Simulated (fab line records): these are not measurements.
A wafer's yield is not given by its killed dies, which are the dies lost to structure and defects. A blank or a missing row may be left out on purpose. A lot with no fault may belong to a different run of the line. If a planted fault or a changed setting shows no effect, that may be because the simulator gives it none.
Split-lot trial	flow ritCmos	23 wafers read across 5 lots, on a route 202 steps long

## ABOUT THE SPLIT
At RIT_FOX2_OXIDATION_00 (target thk 350.7 nm, ox time 1130 s), the setting tempC was moved away from the recipe's 1100 C on 15 of the 23 wafers read, by -2.8% to -1.2%. All remaining wafers had this setting at the recipe value.

Reading taken at the split's own step.

## THE READING
SiO2_of_FOX2_OXIDATION_00.thkNm (the simulator's own value, which no gauge read), in nm, at RIT_FOX2_OXIDATION_00 (target thk 350.7 nm, ox time 1130 s). There is no usual value for it anywhere in the file. Here, 8 wafers ran the recipe; their average is 346.8 nm with a standard deviation of 2.7 nm.

wafer	tool, chamber at the split	tempC as run, C	against the recipe	SiO2_of_FOX2_OXIDATION_00.thkNm, nm	against lot-mates on the recipe
L077.1	-, -	1086	-1.3%	342.9	no lot-mate on the recipe
L077.2	-, -	1086	-1.3%	344.6	no lot-mate on the recipe
L077.3	-, -	1086	-1.3%	340.3	no lot-mate on the recipe
L077.4	-, -	1086	-1.3%	340.4	no lot-mate on the recipe
L077.6	-, -	1086	-1.3%	342.1	no lot-mate on the recipe
L078.1	furnace-04, 0	1100	recipe	351.1	-
L078.3	furnace-04, 0	1100	recipe	345.6	-
L078.5	furnace-04, 0	1100	recipe	343.6	-
L079.2	-, -	1087	-1.2%	335.9	no lot-mate on the recipe
L079.3	-, -	1087	-1.2%	330.4	no lot-mate on the recipe
L079.4	-, -	1087	-1.2%	333.8	no lot-mate on the recipe
L079.5	-, -	1087	-1.2%	330.3	no lot-mate on the recipe
L079.6	-, -	1087	-1.2%	328.9	no lot-mate on the recipe
L081.1	-, -	1100	recipe	350.7	-
L081.2	-, -	1100	recipe	343	-
L081.4	-, -	1100	recipe	346.5	-
L081.5	-, -	1100	recipe	347.3	-
L081.6	-, -	1100	recipe	346.4	-
L084.1	-, -	1069	-2.8%	293.3	no lot-mate on the recipe
L084.2	-, -	1069	-2.8%	301.2	no lot-mate on the recipe
L084.3	-, -	1069	-2.8%	297.1	no lot-mate on the recipe
L084.4	-, -	1069	-2.8%	298.5	no lot-mate on the recipe
L084.5	-, -	1069	-2.8%	297.6	no lot-mate on the recipe

FIT RESULTS
A straight line over all 23 wafers: SiO2_of_FOX2_OXIDATION_00.thkNm changes by +17 nm for each +1% of tempC; r = +0.92; the points scatter about the line by 7.7 nm.
Too few moved wafers with a lot-mate on the recipe to fit a line net of each lot's own level.

## THE FILE'S OWN FIT
SiO2_of_FOX2_OXIDATION_00.thkNm changes by +17 nm for each +1% of tempC, r = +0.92.
